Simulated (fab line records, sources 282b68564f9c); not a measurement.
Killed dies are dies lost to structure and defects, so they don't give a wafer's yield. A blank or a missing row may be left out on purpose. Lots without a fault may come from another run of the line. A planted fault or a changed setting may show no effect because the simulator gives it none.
One fault seen from 2 desks | flow rit_cmos | each desk has only its own numbers; what lay behind them comes last

THE METROLOGY DESK
What the gauges read, lot by lot, whatever tool the lot ran on: means of the sampled wafers that have a number. A lot is out of limits, marked OUT, if its mean lies more than 4 standard deviations from the usual mean; the brackets give that distance.
Columns: A = FOX1_OXIDE_THK at RIT_FOX1_THK_MEAS_01, usual 349 nm; B = PLDD_OVL at RIT_PLDD_OVL_MEAS_06, usual -0.5 nm; C = PSD_TW at RIT_PSD_TW_MEAS_10, usual 3428; D = PSD_RS at RIT_SDANNEAL_RS_MEAS_04, usual 115.84 ohm/sq
lot  | first seen here | A   | B    | C              | D
L585 | day 1 17:56     | 340 | 1.6  | 3404           | 115.76
L588 | day 2 08:02     | 352 | 0.7  | 3429           | 116.06
L589 | day 2 14:34     | 359 | -2.7 | 3424           | 115.80
L590 | day 2 17:49     | 348 | 3.5  | 3425           | 115.82
L591 | day 2 23:19     | 343 | -0.5 | 3446           | 115.65
L592 | day 3 03:57     | 345 | -0.3 | 3148 (-17) OUT | 137.93 (+92) OUT
L593 | day 3 08:51     | 345 | 0.3  | 3139 (-18) OUT | 138.17 (+93) OUT
L594 | day 3 16:37     | 347 | -0.5 | 3420           | 115.67
L596 | day 4 00:07     | 355 | -0.8 | 3421           | 115.63
L601 | day 5 02:02     | 348 | -0.4 | 3466           | 115.81
L602 | day 5 08:44     | 351 | -1.4 | 3433           | 115.76
L606 | day 6 05:02     | 349 | -1.9 | 3427           | 115.85
L607 | day 6 11:18     | 353 | -0.3 | 3421           | 115.67
L608 | day 6 18:37     | 346 | -1.9 | 3445           | 115.77
This desk's finding: out of limits on L592, L593; first on L592, day 4 11:34 (PSD_TW at RIT_PSD_TW_MEAS_10). In limits: L585, L588, L589, L590, L591, L594, L596, L601, L602, L606, L607, L608.

THE TOOL OWNER'S DESK: implanter-03
The tool's own readings at RIT_PSD_IMPLANT_08: means of the sampled wafers that have a number, for each lot that ran on this tool. A lot is out of limits, marked OUT, if its mean lies more than 4 standard deviations from the usual mean; the brackets give that distance.
Columns: A = beam_energy_keV at RIT_PSD_IMPLANT_08, usual 26.997
lot  | first seen here | A
L588 | day 3 16:19     | 26.990
L589 | day 3 23:47     | 27.000
L592 | day 4 11:14     | 18.901 (-99 or more) OUT
L593 | day 4 18:04     | 18.902 (-99 or more) OUT
L606 | day 7 20:26     | 26.995
This desk's finding: out of limits on L592, L593; first on L592, day 4 11:14 (beam_energy_keV at RIT_PSD_IMPLANT_08). In limits: L588, L589, L606.

PUT TOGETHER
The tool owner's desk could have raised an alarm at day 4 11:14, on L592, L593.
The metrology desk could have raised an alarm at day 4 11:34, on L592, L593.
Of the lots named, all ran RIT_PSD_IMPLANT_08 on implanter-03.

WHAT THE SIMULATOR HAD PUT IN
Process parameter drift: implanter-03, from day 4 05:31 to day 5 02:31, at RIT_PSD_IMPLANT_08. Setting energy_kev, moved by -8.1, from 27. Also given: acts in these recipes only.
Lots struck among those shown: L592, L593.
Hours from the fault's start to each desk's first reading out of limits: the tool owner's desk, 6; the metrology desk, 6.
